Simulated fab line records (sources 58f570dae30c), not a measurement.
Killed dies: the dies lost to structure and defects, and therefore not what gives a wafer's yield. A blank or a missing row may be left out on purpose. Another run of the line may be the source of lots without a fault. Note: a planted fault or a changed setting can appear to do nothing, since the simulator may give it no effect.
Comparing a struck lot with a sound one | flow berkeley-cmos170 | 16 steps out of a route of 331
Sound: wafers L529.1, L529.2, L529.6. The struck wafers were L540.1, L540.4, L540.5. The cause is named last.
Per side, at each step with rows, come the tool, then ch with its chambers, and then its first start. Under that, the readings that differ: sound wafers | struck wafers | difference of the means | sigmas: that difference in standard deviations of wafers without a fault.
alike: a reading whose means differ by less than 2 such deviations, as well as words and numbers matching on both sides. not compared: withheld readings; readings where some wafer has no value; bounds like >300 that might hide an equal value; numbers whose values overlap and for which the record gives no deviation.
The two part at a step that has a row with sigmas, a row that says differs or no value, or rows on one side only. Numbers that don't overlap but have no deviation are shown without sigmas and don't part them. Lack of a reading on every wafer of one side parts them only where that side has two or more wafers.

UCB170_M1_SPUTTER_00: material Al, target thk 600 nm, time 80 s.
  sound: pvd-sputter-01 at day 6 23:04; struck: pvd-sputter-01 at day 9 07:44
  alike: throttle-valve-pct
UCB170_M1_RS_MEAS_01: uses a four-point probe to measure.
  sound: film-metro-03 at day 6 23:08; struck: film-metro-04 at day 9 07:47
  alike: M1_AL_RS
UCB170_M1_THK_MEAS_02: measures by xrf.
  sound: film-metro-03 at day 6 23:15; struck: film-metro-04 at day 9 07:55
  alike: M1_AL_THK
then, 6 steps without rows for these wafers: UCB170_M1_COAT_03; UCB170_M1_COAT_04 (resist thk 900 nm); UCB170_M1_SOFTBAKE_05 (time 60 s); UCB170_M1_EXPOSE_06 (exposes mask METAL1, target cd 700 nm); UCB170_M1_PEB_07; UCB170_M1_DEVELOP_08 (develop time 45 s).
UCB170_M1_CD_MEAS_09: target cd 700 nm.
  sound: cd-sem-02 at day 7 00:19; struck: cd-sem-01 at day 9 09:16
  alike: cd-nm
UCB170_M1_OVL_MEAS_10:
  sound: overlay-01 at day 7 00:26; struck: overlay-02 at day 9 09:23
  alike: M1_OVL
UCB170_M1_ETCH_11: etches BARC in N2/H2.
  sound on rie-diel-04 ch 0,1,3, day 7 00:29; struck on rie-diel-01 ch 0,2,3, day 9 09:25
  alike: bias-w, drypump-motor-current-A, oes-product-au, rf-fwd-power-W, throttle-valve-pct
UCB170_M1_METAL_ETCH_12: etches Al in Cl2/BCl3, stops on PSG, target depth 780 nm, time 130 s.
  sound on rie-metal-03 ch 0,1, day 7 00:31; struck on rie-metal-03 ch 1, day 9 09:28
  reading                             | sound             | struck            | difference | sigmas
  oes-product-au (a.u.)               | 0.882 0.844 0.869 | 0.802 0.799 0.801 | -0.064     | -5
  rf-fwd-power-W (W)                  | 595.7 597.0 592.6 | 355.4 358.6 357.7 | -237.9     | -99 or more
  model.KrF_of_M1_COAT_04.thk-nm (nm) | 435.8 433.1 433.2 | 593 595.7 595.4   | +161       |
  model.M1.feature-depth-nm (nm)      | 636.6 635 633     | 506.3 509 506.4   | -127.6     |
  model.etch.depth-nm (nm)            | 598 596.3 594.4   | 506.3 509 506.4   | -89.0      |
  alike: bias-w, drypump-motor-current-A, mfc-cl2-sccm, throttle-valve-pct
  not compared: rf-hours-counter-h
UCB170_M1_STRIP_13: strips in O2.
  sound on plasma-asher-03 ch 0,1, day 7 00:39; struck on plasma-asher-02 ch 0,1, day 9 09:36
  alike: drypump-motor-current-A, o2-flow-sccm, oes-product-au
  not compared: rf-hours-counter-h
UCB170_M1_CD_MEAS_90: target cd 700 nm.
  sound: cd-sem-01 at day 7 00:45; struck: cd-sem-01 at day 9 09:42
  reading    | sound             | struck            | difference | sigmas
  cd-nm (nm) | 704.2 699.0 701.1 | 714.6 715.5 714.6 | +13.5      | +6
then, 1 step without rows for these wafers: UCB170_M1_ANNEAL_14 (time 1200 s).

== WHERE THEY PART ==
At UCB170_M1_METAL_ETCH_12 first; at UCB170_M1_CD_MEAS_90 last (within this record only).

WHY: what the simulator had put in
rie-metal-03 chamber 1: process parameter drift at UCB170_M1_METAL_ETCH_12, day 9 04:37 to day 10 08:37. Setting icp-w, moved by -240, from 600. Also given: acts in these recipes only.
